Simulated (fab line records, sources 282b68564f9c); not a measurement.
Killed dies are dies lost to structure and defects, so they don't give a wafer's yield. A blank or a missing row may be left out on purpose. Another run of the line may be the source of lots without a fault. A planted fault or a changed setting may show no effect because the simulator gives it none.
A lot that was struck, set against a sound lot || flow rit-cmos || 27 out of 202 route steps
Sound: wafers L174.2, L174.3, L174.5. The struck wafers were L178.2, L178.4, L178.6. Last of all comes the cause.
Per side, at each step with rows, come the tool, then ch with its chambers, and then its first start. Under that, the readings that differ: sound wafers || struck wafers || difference of the means || sigmas: that difference in standard deviations of wafers without a fault.
alike: same words and numbers on both sides, and readings whose means sit less than 2 such deviations apart. not compared: any withheld reading, any reading some wafer has no value for, any bound like >300 that may hide the same value, and any number with overlapping values for which the record gives no deviation.
Wherever a step has rows on one side only, a row that says differs or no value, or a row with sigmas, the two part there. When numbers do not overlap yet have no deviation, they are printed without sigmas and do not part them. Lack of a reading on every wafer of one side parts them only where that side has two or more wafers.

first, 4 steps without rows for these wafers: RIT_CONTACT_SOFTBAKE_04 (time 60 s); RIT_CONTACT_EXPOSE_05 (exposes mask M11, target cd 1000 nm); RIT_CONTACT_PEB_06; RIT_CONTACT_DEVELOP_07 (develop time 120 s).
RIT_CONTACT_CD_MEAS_08 targets a cd of 1000 nm.
  struck on cd-sem-01, day 6 04:26; sound on cd-sem-01, day 5 12:05
{"reading": "cd-nm (nm)", "sound": "999.5 1000.0 1001.1", "struck": "993.5 996.4 994.8", "difference": -5.3, "sigmas": -2}
RIT_CONTACT_OVL_MEAS_09:
  struck on overlay-02, day 6 04:32; sound on overlay-01, day 5 12:12
  alike: CONTACT_OVL
then, 1 step without rows for these wafers: RIT_CONTACT_HARDBAKE_10 (time 60 s).
RIT_CONTACT_ETCH_11: etches SiO2 in CHF3/CF4/Ar, stops on TiSi2, target depth 480 nm, time 320 s.
  sound on rie-diel-03 ch 1,2,3, day 5 12:28; struck on rie-diel-01 ch 1,2,3, day 6 04:43
  alike: drypump-motor-current-A, mfc-ar-sccm, oes-product-au, throttle-valve-pct
  not compared: rf-hours-counter-h
RIT_CONTACT_STRIP_12: strips in O2, time 180 s.
  sound on plasma-asher-04 ch 0,1, day 5 12:39; struck on plasma-asher-03 ch 1, day 6 04:55
  alike: drypump-motor-current-A
  not compared: rf-hours-counter-h
RIT_CONTACT_CD_MEAS_90 targets a cd of 1000 nm.
  struck on cd-sem-01, day 6 05:07; sound on cd-sem-01, day 5 12:51
{"reading": "cd-nm (nm)", "sound": "999.5 999.7 1001.5", "struck": "993.7 995.9 994.6", "difference": -5.5, "sigmas": -2}
then, 2 steps without rows for these wafers: RIT_CONTACT_CLEAN_13 (cleans in SC1, time 600 s); RIT_CONTACT_CLEAN_14 (cleans in SC2, time 600 s).
RIT_M1_SPUTTER_00: material Al, target thk 400 nm, time 500 s.
  struck on pvd-sputter-02, day 6 05:34; sound on pvd-sputter-02, day 5 13:18
{"reading": "chamber-pressure-pa (Pa)", "sound": "0.4004 0.4003 0.3999", "struck": "0.3537 0.3544 0.3550", "difference": -0.0458, "sigmas": -61}
{"reading": "model.Al_of_M1_SPUTTER_00.thk-nm (nm)", "sound": "391.5 400.1 397", "struck": "405 404 417.5", "difference": "+13", "sigmas": ""}
  alike: throttle-valve-pct
RIT_M1_RS_MEAS_01: measurement is done with a four-point probe.
  struck on film-metro-03, day 6 05:53; sound on film-metro-03, day 5 13:37
{"reading": "M1_AL_RS (ohm/sq)", "sound": "0.0749 0.0732 0.0737", "struck": "0.0717 0.0719 0.0696", "difference": -0.0029, "sigmas": -3}
RIT_M1_THK_MEAS_02: measures by xrf.
  struck on film-metro-03, day 6 05:59; sound on film-metro-03, day 5 13:43
{"reading": "M1_AL_THK (nm)", "sound": "396 406 403", "struck": "411 411 427", "difference": "+15", "sigmas": "+2"}
then, 6 steps without rows for these wafers: RIT_M1_HMDS_03 (prime time 60 s); RIT_M1_COAT_04 (resist thk 1300 nm); RIT_M1_SOFTBAKE_05 (time 60 s); RIT_M1_EXPOSE_06 (exposes mask M12, target cd 2600 nm); RIT_M1_PEB_07; RIT_M1_DEVELOP_08 (develop time 65.5 s).
RIT_M1_CD_MEAS_09 targets a cd of 2600 nm.
  struck on cd-sem-01, day 6 07:04; sound on cd-sem-01, day 5 14:42
  alike: cd-nm
RIT_M1_OVL_MEAS_10:
  struck on overlay-02, day 6 07:10; sound on overlay-01, day 5 14:49
  alike: M1_OVL
then, 1 step without rows for these wafers: RIT_M1_HARDBAKE_11 (time 120 s).
RIT_M1_METAL_ETCH_12: etches Al in Cl2/BCl3, stops on SiO2, time 165 s, target depth 600 nm.
  sound on rie-metal-04 ch 1, day 5 15:15; struck on rie-metal-02 ch 0, day 6 07:42
{"reading": "oes-product-au (a.u.)", "sound": "0.753 0.761 0.764", "struck": "0.781 0.785 0.808", "difference": "+0.032", "sigmas": "+2"}
{"reading": "model.etch.depth-nm (nm)", "sound": "391.5 400.1 397", "struck": "405 404 417.5", "difference": "+13", "sigmas": ""}
{"reading": "model.M1.feature-depth-nm (nm)", "sound": "422.6 431 428.3", "struck": "437.5 436.6 450.2", "difference": "+14.1", "sigmas": ""}
  alike: drypump-motor-current-A, throttle-valve-pct
  not compared: rf-hours-counter-h
then, 1 step without rows for these wafers: RIT_M1_STRIP_13 (strips in nmp, time 600 s).
RIT_M1_PROBE_99:
  struck on prober-02, day 6 10:00; sound on prober-02, day 5 17:33
{"reading": "model.etest.m1.rs-ohm-sq", "sound": "0.074 0.0727 0.07251", "struck": "0.07182 0.07199 0.06973", "difference": -0.00189, "sigmas": ""}
  alike: killed-at-contacts, killed-at-front-end, killed-dies, killed-open, killed-short

== WHERE THEY PART ==
Earliest at RIT_CONTACT_CD_MEAS_08; latest, in this record, at RIT_M1_METAL_ETCH_12. Later steps at which nothing parts them and some readings are alike: RIT_M1_PROBE_99.

WHY: whatever the simulator had introduced
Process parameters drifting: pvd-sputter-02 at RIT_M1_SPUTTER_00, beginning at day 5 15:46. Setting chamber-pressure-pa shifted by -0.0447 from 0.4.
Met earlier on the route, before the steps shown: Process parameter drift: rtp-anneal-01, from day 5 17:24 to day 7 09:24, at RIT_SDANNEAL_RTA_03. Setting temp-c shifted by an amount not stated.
